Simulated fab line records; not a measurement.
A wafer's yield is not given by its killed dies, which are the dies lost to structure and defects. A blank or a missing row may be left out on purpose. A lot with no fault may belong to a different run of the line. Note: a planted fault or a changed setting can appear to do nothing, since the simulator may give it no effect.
Chamber matching / flow berkeleyCmos170 / UCB170_SPACER_CVD_00 on pecvd-02 has 3 sister chambers
The step deposits SiO2 from TEOS/O2, target thk 376 nm, time 47 s. 14 wafers are shown with their chamber, then 7 later ones without.

## EACH WAFER AND ITS CHAMBER
wafer=L896.2; chamber=0; heaterPowerW (W)=224
wafer=L896.4; chamber=1; heaterPowerW (W)=253
wafer=L896.6; chamber=0; heaterPowerW (W)=244
wafer=L898.3; chamber=1; heaterPowerW (W)=244
wafer=L898.5; chamber=1; heaterPowerW (W)=246
wafer=L898.6; chamber=0; heaterPowerW (W)=220
wafer=L902.1; chamber=1; heaterPowerW (W)=236
wafer=L902.3; chamber=0; heaterPowerW (W)=242
wafer=L902.4; chamber=0; heaterPowerW (W)=248
wafer=L904.1; chamber=1; heaterPowerW (W)=215
wafer=L904.4; chamber=0; heaterPowerW (W)=284
wafer=L904.6; chamber=1; heaterPowerW (W)=235
wafer=L906.2; chamber=1; heaterPowerW (W)=282
wafer=L906.4; chamber=2; heaterPowerW (W)=216

SIGNATURES (means of the wafers above)
reading=heaterPowerW; chamber 0=243.67; chamber 1=244.43; chamber 2=216.00; scatter within a chamber=21.6
Rule: a wafer's distance from a chamber is the root of the sum, over the readings, of the square of ((its reading less the chamber's mean) divided by the reading's scatter). If the next closest chamber is less than 2 further off than the closest, the wafer can't be placed; otherwise it belongs to the closest. The scatter: the root of (the sum of the squares of (reading less its chamber's mean) over the shown wafers, divided by (wafers less chambers)).

## WAFERS MISSING THEIR CHAMBER
wafer=L906.5; heaterPowerW (W)=226
wafer=L913.1; heaterPowerW (W)=234
wafer=L913.3; heaterPowerW (W)=212
wafer=L913.4; heaterPowerW (W)=256
wafer=L914.1; heaterPowerW (W)=154
wafer=L914.2; heaterPowerW (W)=213
wafer=L914.6; heaterPowerW (W)=185

## WHICH CHAMBER EACH WENT THROUGH
wafer=L906.5; from the rows above=can't be placed: 2 or 0 or 1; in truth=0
wafer=L913.1; from the rows above=can't be placed: 0 or 1 or 2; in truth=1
wafer=L913.3; from the rows above=can't be placed: 2 or 0 or 1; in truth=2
wafer=L913.4; from the rows above=can't be placed: 1 or 0 or 2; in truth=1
wafer=L914.1; from the rows above=can't be placed: 2 or 0 or 1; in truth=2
wafer=L914.2; from the rows above=can't be placed: 2 or 0 or 1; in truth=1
wafer=L914.6; from the rows above=can't be placed: 2 or 0 or 1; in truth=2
Correct placement for 0 of the 7. From these rows, 7 cannot be placed; in 7 the true chamber is one of the candidates. Wrongly placed: 0.
